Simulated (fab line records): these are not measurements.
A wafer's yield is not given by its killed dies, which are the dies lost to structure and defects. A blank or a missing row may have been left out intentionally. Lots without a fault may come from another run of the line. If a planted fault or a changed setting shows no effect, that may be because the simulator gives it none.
Which tool was responsible? :: flow berkeley cmos170 :: 6 lots (18 wafers sampled), 1 step of a 331-step route

## WHAT EACH GAUGE READ, for each wafer
UCB170_PSD_CD_MEAS_06: target cd 1200 nm.
lot: L550
measured: day 7 13:07
on: cd sem-01
cd nm (nm): 1201.7 1202.6 1202.2

lot: L556
measured: day 8 01:29
on: cd sem-02
cd nm (nm): 1200.0 1199.7 1199.7

lot: L554
measured: day 8 02:01
on: cd sem-01
cd nm (nm): 1200.3 1201.0 1200.4

lot: L559
measured: day 8 17:04
on: cd sem-02
cd nm (nm): 1198.3 1197.9 1200.2

lot: L564
measured: day 9 18:31
on: cd sem-02
cd nm (nm): 1199.8 1198.0 1199.1

lot: L569
measured: day 10 19:32
on: cd sem-01
cd nm (nm): 1199.9 1197.2 1199.2

## WHICH TOOL RAN EACH LOT (tool, then ch and the chambers of the sampled wafers, then the start)
There is no process step in the record ahead of these readings.

## THE ANSWER, worked out from the rows above alone
Rule: what is usual is taken from the lots themselves. The widest of any qualifying gaps counts: lots, ordered by their means at a reading, are off when they make up no more than a third of the lots, leave a main group of 4 or more, and stand apart from it by 3 or more times the standard deviation of that group's means. A main group whose means are all the same, to the digits that the tables above print for the reading, isn't used. Also off: a lot with no number at a reading for which 4 or more lots have one. Any other lot the step has rows for is counted as sound.
None of the lots is off at any reading shown; this tells nothing.

## WHAT THE SIMULATOR HAD INSERTED
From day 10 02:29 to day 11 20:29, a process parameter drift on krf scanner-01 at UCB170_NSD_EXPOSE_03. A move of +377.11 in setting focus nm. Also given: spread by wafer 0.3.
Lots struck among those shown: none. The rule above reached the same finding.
